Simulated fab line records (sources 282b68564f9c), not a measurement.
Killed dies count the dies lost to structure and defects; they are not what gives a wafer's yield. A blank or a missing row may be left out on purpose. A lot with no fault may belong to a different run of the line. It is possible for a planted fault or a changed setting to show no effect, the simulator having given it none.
Which of the tools did it? :: flow rit cmos :: 7 lots with 21 wafers sampled at 2 steps, on a route of 202 steps

WHAT THE GAUGES SHOWED, per wafer
RIT_WELLDRIVE_RS_MEAS_02: a four-point-probe measurement.
lot: L837
measured: day 2 12:05
on: film metro-04
PWELL_RS (ohm/sq): 427.9 427.4 428.5

lot: L841
measured: day 3 05:10
on: film metro-02
PWELL_RS (ohm/sq): 429.5 429.3 428.2

lot: L844
measured: day 3 20:58
on: film metro-02
PWELL_RS (ohm/sq): 428.6 429.4 426.9

lot: L846
measured: day 4 06:41
on: film metro-04
PWELL_RS (ohm/sq): 427.7 428.1 428.1

lot: L851
measured: day 5 08:30
on: film metro-01
PWELL_RS (ohm/sq): 429.0 429.0 429.6

lot: L855
measured: day 6 05:44
on: film metro-04
PWELL_RS (ohm/sq): 435.5 435.7 436.6 436.2 435.1 435.7

lot: L858
measured: day 6 18:13
on: film metro-01
PWELL_RS (ohm/sq): 429.2 429.7 429.7

WHAT TOOL EACH LOT RAN ON (gives the tool, then ch and the chambers of the sampled wafers, and finally the start)
lot: L837
RIT_PWELL_IMPLANT_08: implanter-02 ch 0, day 2 06:31

lot: L841
RIT_PWELL_IMPLANT_08: implanter-02 ch 0, day 2 23:16

lot: L844
RIT_PWELL_IMPLANT_08: implanter-02 ch 0, day 3 15:23

lot: L846
RIT_PWELL_IMPLANT_08: implanter-01 ch 0, day 4 00:41

lot: L851
RIT_PWELL_IMPLANT_08: implanter-01 ch 0, day 5 02:55

lot: L855
RIT_PWELL_IMPLANT_08: implanter-01 ch 0, day 6 00:10

lot: L858
RIT_PWELL_IMPLANT_08: implanter-04 ch 0, day 6 12:38
- RIT_PWELL_IMPLANT_08

THE ANSWER, worked out from the rows above alone
Rule: usual is defined by the lots themselves. The widest of any qualifying gaps counts: lots, ordered by their means at a reading, are off when they make up no more than a third of the lots, leave a main group of 4 or more, and stand apart from it by 3 or more times the standard deviation of that group's means. Not used: any main group whose means are identical at the precision the tables above print for the reading. A lot without any number at a reading at which 4 lots or more have one is off too. The other lots that the step has rows for count as sound.
Off: L855, at RIT_WELLDRIVE_RS_MEAS_02 (PWELL_RS). Mean 428.7 ohm/sq and standard deviation 0.62 in the main group.
A tool fits if, at a process step before that reading, it ran every lot that is off, and no sound lot after the first of them. Gauges at RIT_WELLDRIVE_RS_MEAS_02: tried the same way as those tools. Undecided on this evidence; 2 tools fit (implanter-01 at RIT_PWELL_IMPLANT_08, film metro-04 at RIT_WELLDRIVE_RS_MEAS_02).

WHAT THE SIMULATOR HAD PUT IN
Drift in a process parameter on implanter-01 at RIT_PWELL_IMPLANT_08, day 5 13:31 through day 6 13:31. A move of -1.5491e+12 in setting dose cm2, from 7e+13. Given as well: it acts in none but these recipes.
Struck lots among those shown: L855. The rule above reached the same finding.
